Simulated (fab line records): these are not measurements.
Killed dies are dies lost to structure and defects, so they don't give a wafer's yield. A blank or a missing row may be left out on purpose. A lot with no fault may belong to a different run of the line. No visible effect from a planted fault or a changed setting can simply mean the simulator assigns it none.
fab line records	flow rit_cmos
[record] lots = 5	wafers = 27
route steps=202 shown ACTIVE@11 GATE@91 M1@184
start_h: hours from the record's opening day to when the first of the lot's shown wafers began	wait_h: how many hours have passed since the lot's step before this one	" repeats the value in the row above	L1.1+2: several wafers, shown together as one row	- no value, or no start was given	* or withheld: withheld	< > ~ a bound
route shown NAME@n: a module of which the file shows steps, and the number in the route of the first	usual: mean/standard deviation taken from wafers without a fault	same: alike in all rows	chamber/n: place in a boat	sites: the reading at each site	_std_site: standard deviation of those values	_edge_site: inner sites' mean taken away from outer sites' mean	radius_mm: how far each site lies from the wafer's centre	mask NAME#n: copy n	behind: the most recent tool/chamber to have shaped the wafer	hold: why the lot went on hold/how many hours it stayed there/how the hold came to an end	device: the transistor (n, p or np) that didn't switch	end of line: tests of these same wafers at the route's end	a step without rows: its recipe alone	killed: the dies lost at the first sort to structure and to defects; this is not the yield of the wafer	map: shows each die of a wafer: x if killed, . if not, _ if none is there
set.NAME: the setting that was run; set.NAME@STEP: the one run at that earlier step	model.NAME: the simulator's own value behind a step, which no gauge read
lots with deliberately changed settings; one table per step, one row per wafer
[[steps]]
[step RIT_ACTIVE_DEVELOP_10]
[recipe] resist = NOVOLAK	develop_time_s = 50	dev_temp_c = 23
lot.wafer	tool	chamber	start_h	wait_h	set.develop_time_s
L076.2+5+6	litho_track-01	0	-	-	50
L078.1+3+6	litho_track-01	0	-	-	50
L078.2+4+5	"	0	"	"	24.99
L079.1+4+6	litho_track-01	0	-	-	75.75
L079.2+3+5	"	0	"	"	50
L082.1+2+3	litho_track-02	0	-	-	37.67
L082.4+5+6	"	0	"	"	50
L084.1+2+6	litho_track-02	0	-	-	22.13
L084.3+4+5	"	0	"	"	50
[step RIT_ACTIVE_CD_MEAS_11]
[recipe] target_cd_nm = 1400
[usual] cd_nm = 1401.9/2.2
lot.wafer	tool	chamber	start_h	wait_h	set.develop_time_s@ACTIVE_DEVELOP_10	cd_nm
L076.2	cd_sem-02	-	24.46	-	50	1402.9
L076.5	"	-	"	"	50	1402.3
L076.6	"	-	"	"	50	1402.1
L078.1	cd_sem-01	-	34.56	-	50	1401.4
L078.2	"	-	"	"	24.99	1477.8
L078.3	"	-	"	"	50	1399.2
L078.4	"	-	"	"	24.99	1478.4
L078.5	"	-	"	"	24.99	1478.2
L078.6	"	-	"	"	50	1400.0
L079.1	cd_sem-02	-	39.44	-	75.75	1362.1
L079.2	"	-	"	"	50	1403.4
L079.3	"	-	"	"	50	1401.4
L079.4	"	-	"	"	75.75	1362.5
L079.5	"	-	"	"	50	1401.9
L079.6	"	-	"	"	75.75	1363.6
L082.1	cd_sem-02	-	55.17	-	37.67	1430.2
L082.2	"	-	"	"	37.67	1430.7
L082.3	"	-	"	"	37.67	1431.3
L082.4	"	-	"	"	50	1402.3
L082.5	"	-	"	"	50	1403.5
L082.6	"	-	"	"	50	1403.4
L084.1	cd_sem-01	-	65.21	-	22.13	1493.9
L084.2	"	-	"	"	22.13	1496.2
L084.3	"	-	"	"	50	1401.3
L084.4	"	-	"	"	50	1401.6
L084.5	"	-	"	"	50	1399.8
L084.6	"	-	"	"	22.13	1496.1
[step RIT_ACTIVE_HARDBAKE_12]
[recipe] resist = NOVOLAK	temp_c = 140	time_s = 60
[step RIT_ACTIVE_ETCH_13]
[recipe] stop_on = SiO2	chemistry = SF6	target = Si3N4	time_s = 210	over_etch_frac = 0.4	SF6_flow_sccm = 200	pressure_mtorr = 260	rf_w = 125	target_depth_a = 2100
lot.wafer	tool	chamber	start_h	wait_h	set.develop_time_s@ACTIVE_DEVELOP_10	model.ACTIVE.cd_nm
L076.2	rie_diel-04	1	24.71	0.1	50	1403
L076.5+6	"	3,0	"	"	50	1402
L078.1	rie_diel-03	2	34.83	0.1	50	1401
L078.2+4+5	"	3,1,0	"	"	24.99	1478
L078.3	"	0	"	"	50	1399
L078.6	"	3	"	"	50	1400
L079.1+4	rie_diel-01	2,3	39.71	0.1	75.75	1362
L079.2	"	1	"	"	50	1404
L079.3	"	0	"	"	50	-
L079.5	"	3	"	"	50	1402
L079.6	"	0	"	"	75.75	1364
L082.1	rie_diel-03	1	55.44	0.1	37.67	1430
L082.2	"	0	"	"	37.67	1431
L082.3	"	2	"	"	37.67	1432
L082.4	"	3	"	"	50	1402
L082.5	"	2	"	"	50	1404
L082.6	"	3	"	"	50	1403
L084.1	rie_diel-01	0	65.48	0.1	22.13	1494
L084.2+6	"	2	"	"	22.13	1496
L084.3	"	3	"	"	50	1401
L084.4	"	1	"	"	50	1402
L084.5	"	1	"	"	50	1400
[step RIT_ACTIVE_STRIP_14]
[recipe] chemistry = O2	time_s = 180	resist = NOVOLAK	platen_temp_c = withheld	power_w = 500	pressure_mtorr = 4000	o2_flow_sccm = 4000
[step RIT_ACTIVE_CD_MEAS_90]
[recipe] target_cd_nm = 1400
[usual] cd_nm = 1401.9/2.2
lot.wafer	tool	chamber	start_h	wait_h	set.develop_time_s@ACTIVE_DEVELOP_10	cd_nm
L076.2	cd_sem-02	-	25.04	0.1	50	1403.0
L076.5	"	-	"	"	50	1402.2
L076.6	"	-	"	"	50	1401.8
L078.1	cd_sem-01	-	35.14	0.1	50	1401.6
L078.2	"	-	"	"	24.99	1478.3
L078.3	"	-	"	"	50	1399.0
L078.4	"	-	"	"	24.99	1478.6
L078.5	"	-	"	"	24.99	1478.1
L078.6	"	-	"	"	50	1399.6
L079.1	cd_sem-02	-	40.02	0.1	75.75	1362.3
L079.2	"	-	"	"	50	1404.0
L079.3	"	-	"	"	50	1401.5
L079.4	"	-	"	"	75.75	1362.2
L079.5	"	-	"	"	50	1401.9
L079.6	"	-	"	"	75.75	1363.4
L082.1	cd_sem-02	-	55.75	0.1	37.67	1430.2
L082.2	"	-	"	"	37.67	1430.5
L082.3	"	-	"	"	37.67	1431.8
L082.4	"	-	"	"	50	1402.0
L082.5	"	-	"	"	50	1403.6
L082.6	"	-	"	"	50	1403.3
L084.1	cd_sem-01	-	65.78	0.1	22.13	1493.7
L084.2	"	-	"	"	22.13	1495.9
L084.3	"	-	"	"	50	1401.5
L084.4	"	-	"	"	50	1401.7
L084.5	"	-	"	"	50	1400.0
L084.6	"	-	"	"	22.13	1495.9
[step RIT_GATE_DEVELOP_15]
[recipe] resist = NOVOLAK	develop_time_s = 50	dev_temp_c = 23
lot.wafer	tool	chamber	start_h	wait_h	set.develop_time_s
L076.2+5+6	litho_track-01	0	-	-	50
L078.1+2+3+4+5+6	litho_track-02	0	-	-	50
L079.1+3+4	litho_track-02	0	-	-	61.36
L079.2+5+6	"	0	"	"	50
L082.1+2+3+4+5+6	litho_track-01	0	-	-	50
L084.1+4+5	litho_track-03	0	-	-	50
L084.2+3+6	"	0	"	"	41.72
[step RIT_M1_SPUTTER_00]
[recipe] material = Al	target_thk_nm = 400	power_w = 2000	chamber_pressure_pa = 0.4	gas = Ar	time_s = 500	substrate_temp_c = 25
lot.wafer	tool	chamber	start_h	wait_h	set.time_s	model.Al_of_M1_SPUTTER_00.thk_nm
L076.2	pvd_sputter-01	-	63.15	0.0	500	399.3
L076.5	"	-	"	"	500	399.6
L076.6	"	-	"	"	500	395.9
L078.1	pvd_sputter-01	-	74.71	0.0	298.5	240.6
L078.2	"	-	"	"	298.5	241.4
L078.3	"	-	"	"	298.5	243.9
L078.4	"	-	"	"	500	401.7
L078.5	"	-	"	"	500	401.1
L078.6	"	-	"	"	500	400.5
L079.1	pvd_sputter-04	-	79.31	0.0	250.9	200.7
L079.2	"	-	"	"	500	401.5
L079.3	"	-	"	"	500	401.7
L079.4	"	-	"	"	250.9	199.5
L079.5	"	-	"	"	250.9	199.1
L079.6	"	-	"	"	500	400.6
L082.1+6	pvd_sputter-01	-	95.48	0.0	798.2	646.1
L082.2	"	-	"	"	500	407.5
L082.3	"	-	"	"	500	406.7
L082.4	"	-	"	"	798.2	645.9
L082.5	"	-	"	"	500	408.7
L084.1	pvd_sputter-01	-	108.00	0.0	500	401
L084.2	"	-	"	"	500	404.1
L084.3	"	-	"	"	500	401.8
L084.4	"	-	"	"	500	404.8
L084.5	"	-	"	"	500	400.8
L084.6	"	-	"	"	500	400.3
[step RIT_M1_RS_MEAS_01]
[recipe] thk_meas_gauge = four-point-probe	reads = Al_of_M1_SPUTTER_00
[usual] M1_AL_RS = 0.0730/0.0006
lot.wafer	tool	chamber	start_h	wait_h	set.time_s@M1_SPUTTER_00	M1_AL_RS[ohm/sq]
L076.2	film_metro-02	-	63.46	0.2	500	0.0734
L076.5	"	-	"	"	500	0.0734
L076.6	"	-	"	"	500	0.0740
L078.1	film_metro-01	-	75.00	0.1	298.5	0.1246
L078.2	"	-	"	"	298.5	0.1237
L078.3	"	-	"	"	298.5	0.1225
L078.4	"	-	"	"	500	0.0733
L078.5	"	-	"	"	500	0.0733
L078.6	"	-	"	"	500	0.0732
L079.1	film_metro-03	-	79.60	0.1	250.9	0.1506
L079.2	"	-	"	"	500	0.0733
L079.3	"	-	"	"	500	0.0732
L079.4	"	-	"	"	250.9	0.1522
L079.5	"	-	"	"	250.9	0.1521
L079.6	"	-	"	"	500	0.0732
L082.1	film_metro-03	-	95.78	0.1	798.2	0.0451
L082.2	"	-	"	"	500	0.0719
L082.3	"	-	"	"	500	0.0723
L082.4	"	-	"	"	798.2	0.0451
L082.5	"	-	"	"	500	0.0719
L082.6	"	-	"	"	798.2	0.0451
L084.1	film_metro-03	-	108.30	0.1	500	0.0733
L084.2	"	-	"	"	500	0.0726
L084.3	"	-	"	"	500	0.0729
L084.4	"	-	"	"	500	0.0726
L084.5	"	-	"	"	500	0.0733
L084.6	"	-	"	"	500	0.0733
[step RIT_M1_THK_MEAS_02]
[recipe] thk_meas_gauge = xrf	reads = Al_of_M1_SPUTTER_00
[usual] M1_AL_THK = 400/3.2
lot.wafer	tool	chamber	start_h	wait_h	set.time_s@M1_SPUTTER_00	M1_AL_THK[nm]
L076.2	film_metro-02	-	63.57	0.1	500	398
L076.5	"	-	"	"	500	399
L076.6	"	-	"	"	500	394
L078.1	film_metro-01	-	75.12	0.1	298.5	238
L078.2	"	-	"	"	298.5	238
L078.3	"	-	"	"	298.5	239
L078.4	"	-	"	"	500	398
L078.5	"	-	"	"	500	396
L078.6	"	-	"	"	500	396
L079.1	film_metro-03	-	79.72	0.1	250.9	200
L079.2	"	-	"	"	500	401
L079.3	"	-	"	"	500	399
L079.4	"	-	"	"	250.9	198
L079.5	"	-	"	"	250.9	198
L079.6	"	-	"	"	500	399
L082.1	film_metro-03	-	95.90	0.1	798.2	643
L082.2	"	-	"	"	500	405
L082.3	"	-	"	"	500	402
L082.4	"	-	"	"	798.2	639
L082.5	"	-	"	"	500	405
L082.6	"	-	"	"	798.2	643
L084.1	film_metro-03	-	108.42	0.1	500	397
L084.2	"	-	"	"	500	399
L084.3	"	-	"	"	500	398
L084.4	"	-	"	"	500	402
L084.5	"	-	"	"	500	396
L084.6	"	-	"	"	500	398
[step RIT_M1_HMDS_03]
[recipe] prime_time_s = 60	prime_temp_c = 140
[step RIT_M1_COAT_04]
[recipe] resist = NOVOLAK	spin_rpm = 2000	resist_thk_nm = 1300
[step RIT_M1_HARDBAKE_11]
[recipe] resist = NOVOLAK	temp_c = 140	time_s = 120
[step RIT_M1_METAL_ETCH_12]
[recipe] stop_on = SiO2	chemistry = Cl2/BCl3	target = Al	time_s = 165	over_etch_frac = 0.5	pressure_mtorr = 100	target_depth_a = 6000	rf_w = 250	Cl2_flow_sccm = 60	bcl3_flow_sccm = 50
[usual] oes_product_au = 0.781/0.016
lot.wafer	tool	chamber	start_h	wait_h	set.time_s@M1_SPUTTER_00	oes_product_au
L076.2	rie_metal-04	1	65.03	0.2	500	0.759
L076.5	"	0	"	"	500	0.788
L076.6	"	1	"	"	500	0.769
L078.1	rie_metal-02	0	76.47	0.2	298.5	0.619
L078.2	"	1	"	"	298.5	0.604
L078.3	"	1	"	"	298.5	0.600
L078.4	"	0	"	"	500	0.799
L078.5	"	0	"	"	500	0.807
L078.6	"	1	"	"	500	0.786
L079.1	rie_metal-04	0	81.07	0.2	250.9	0.560
L079.2	"	1	"	"	500	0.776
L079.3	"	1	"	"	500	0.769
L079.4	"	0	"	"	250.9	0.562
L079.5	"	1	"	"	250.9	0.553
L079.6	"	0	"	"	500	0.785
L082.1	rie_metal-04	1	97.43	0.2	798.2	0.992
L082.2	"	0	"	"	500	0.802
L082.3	"	1	"	"	500	0.781
L082.4	"	0	"	"	798.2	1.025
L082.5	"	0	"	"	500	0.802
L082.6	"	1	"	"	798.2	0.981
L084.1	rie_metal-02	0	109.84	0.2	500	0.800
L084.2	"	1	"	"	500	0.779
L084.3	"	1	"	"	500	0.778
L084.4	"	0	"	"	500	0.808
L084.5	"	1	"	"	500	0.776
L084.6	"	0	"	"	500	0.796
[step RIT_M1_STRIP_13]
[recipe] chemistry = nmp	resist = NOVOLAK	temp_c = 80	time_s = 600	dry = n2_spin
[step RIT_M1_STRIP_14]
[recipe] chemistry = O2	time_s = 180	platen_temp_c = withheld	power_w = 500	pressure_mtorr = 4000	o2_flow_sccm = 4000
[step RIT_M1_ANNEAL_15]
[recipe] temp_c = 450	time_s = 1800	ambient = forming_gas_H2N2
[step RIT_M1_PROBE_99]
lot.wafer	tool	chamber	start_h	wait_h	set.develop_time_s@ACTIVE_DEVELOP_10	set.develop_time_s@GATE_DEVELOP_15	model.etest.nmos_0p15.r_on_ohm_um	model.etest.nplus_sal.width_nm	model.etest.pplus_sal.width_nm	model.etest.nldd.width_nm	model.etest.pldd.width_nm	model.etest.pmos_0p3.r_on_ohm_um	model.etest.nmos_turned.drive_ua_um	model.etest.pmos_0p15.drive_ua_um
L076.2	prober-01	-	70.22	0.1	50	50	1099	3436	3437	3152	3156	6263	350.8	256.7
L076.5	prober-01	-	70.37	0.2	50	50	1088	3441	3420	3175	3169	6294	341.5	250.1
L076.6	prober-01	-	70.42	0.2	50	50	1123	3444	3442	3171	3157	6303	344	252.6
L078.1	prober-01	-	79.46	0.1	50	50	1121	3432	3427	3176	3183	6153	325.1	263
L078.2	prober-01	-	79.51	0.1	24.99	50	1125	3510	3505	3242	3229	6258	320	262.6
L078.3	prober-01	-	79.56	0.2	50	50	1114	3441	3436	3184	3192	6198	339.6	263.6
L078.4	prober-01	-	79.61	0.2	24.99	50	1124	3540	3526	3260	3250	6211	326.5	264.3
L078.5	prober-01	-	79.66	0.2	24.99	50	1134	3518	3519	3246	3260	6119	331.3	259.9
L078.6	prober-01	-	79.71	0.2	50	50	1136	3424	3424	3170	3182	6252	315.5	256.6
L079.1	prober-02	-	83.32	0.1	75.75	61.36	858.7	3377	3395	3133	3139	5348	452.4	393.7
L079.2	prober-02	-	83.37	0.1	50	50	1118	3442	3455	3161	3166	6258	341.6	258
L079.3	prober-02	-	83.42	0.2	50	61.36	-	3438	3450	3166	3181	5397	472	408.7
L079.4	prober-02	-	83.47	0.2	75.75	61.36	-	3414	3406	3135	3128	5411	455.4	393
L079.5	prober-02	-	83.52	0.2	50	50	1100	3436	3455	3169	3167	6103	345.7	268.3
L079.6	prober-02	-	83.57	0.2	75.75	50	1080	3398	3386	3137	3125	6212	336.4	262.6
L082.1	prober-01	-	100.64	0.1	37.67	50	-	-	-	-	-	-	-	-
L082.2	prober-01	-	100.69	0.1	37.67	50	1170	3480	3489	3201	3200	6720	308.8	228.1
L082.4+6	prober-01	-	100.79	0.2	50	50	-	-	-	-	-	-	-	-
L082.5	prober-01	-	100.84	0.2	50	50	1164	3455	3478	3186	3179	6769	315.2	227.6
L084.1	prober-01	-	112.09	0.1	22.13	50	1162	3558	3557	3290	3265	6305	306.5	256.1
L084.2	prober-01	-	112.14	0.1	22.13	41.72	1402	3550	3572	3248	3250	7062	254.6	194.5
L084.3	prober-01	-	112.19	0.2	50	41.72	1381	3445	3442	3185	3168	7051	269.1	197.2
L084.4	prober-01	-	112.24	0.2	50	50	1198	3466	3459	3180	3186	6235	308.9	253.9
L084.5	prober-01	-	112.29	0.2	50	50	1158	3452	3465	3183	3181	6178	314.6	261.8
L084.6	prober-01	-	112.34	0.2	22.13	41.72	1400	3552	3533	3275	3248	7121	269.7	192
// killed by level:class
L076.2 FOX1:geometric_particle:short=3 GATE:geometric_particle:open=3 FOX2:geometric_particle:open=1 GATE:geometric_particle:short=1
L076.5 GATE:geometric_particle:open=6 SPACER:geometric_particle:short=2 SILICIDE:geometric_particle:open=2 REOX:geometric_particle:short=1 SILICIDE:geometric_particle:short=1
L076.6 GATE:geometric_particle:short=3 SILICIDE:geometric_particle:short=2 FOX1:geometric_particle:open=1 GATE:geometric_particle:open=1
[[key]]
[split] step = RIT_ACTIVE_DEVELOP_10	setting = develop_time_s	stated = 50	by = wafer
[response] step = RIT_ACTIVE_CD_MEAS_11	reading = cd_nm	change = -1.34	per = 1%	r = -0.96
[response] step = RIT_ACTIVE_ETCH_13	reading = model.ACTIVE.cd_nm	change = -1.38	per = 1%	r = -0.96
[response] step = RIT_ACTIVE_CD_MEAS_90	reading = cd_nm	change = -1.34	per = 1%	r = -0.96
[response] step = RIT_M1_PROBE_99	reading = model.etest.nplus_sal.width_nm	change = -1.46	per = 1%	r = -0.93
[response] step = RIT_M1_PROBE_99	reading = model.etest.pplus_sal.width_nm	change = -1.53	per = 1%	r = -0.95
[response] step = RIT_M1_PROBE_99	reading = model.etest.nldd.width_nm	change = -1.21	per = 1%	r = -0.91
[response] step = RIT_M1_PROBE_99	reading = model.etest.pldd.width_nm	change = -1.13	per = 1%	r = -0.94
[split] step = RIT_GATE_DEVELOP_15	setting = develop_time_s	stated = 50	by = wafer
[response] step = RIT_M1_PROBE_99	reading = model.etest.nmos_0p15.r_on_ohm_um	change = -12	per = 1%	r = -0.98
[response] step = RIT_M1_PROBE_99	reading = model.etest.pmos_0p3.r_on_ohm_um	change = -40.7	per = 1%	r = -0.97
[response] step = RIT_M1_PROBE_99	reading = model.etest.nmos_turned.drive_ua_um	change = +4.37	per = 1%	r = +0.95
[response] step = RIT_M1_PROBE_99	reading = model.etest.pmos_0p15.drive_ua_um	change = +5.21	per = 1%	r = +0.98
[split] step = RIT_M1_SPUTTER_00	setting = time_s	stated = 500	by = wafer
[response] step = RIT_M1_SPUTTER_00	reading = model.Al_of_M1_SPUTTER_00.thk_nm	change = +4	per = 1%	r = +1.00
[response] step = RIT_M1_RS_MEAS_01	reading = M1_AL_RS	shape = bent	at_lowest = 0.1516	at_stated = 0.0730	at_highest = 0.0451
[response] step = RIT_M1_THK_MEAS_02	reading = M1_AL_THK	change = +3.99	per = 1%	r = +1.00
[response] step = RIT_M1_METAL_ETCH_12	reading = oes_product_au	change = +0.00401	per = 1%	r = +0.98
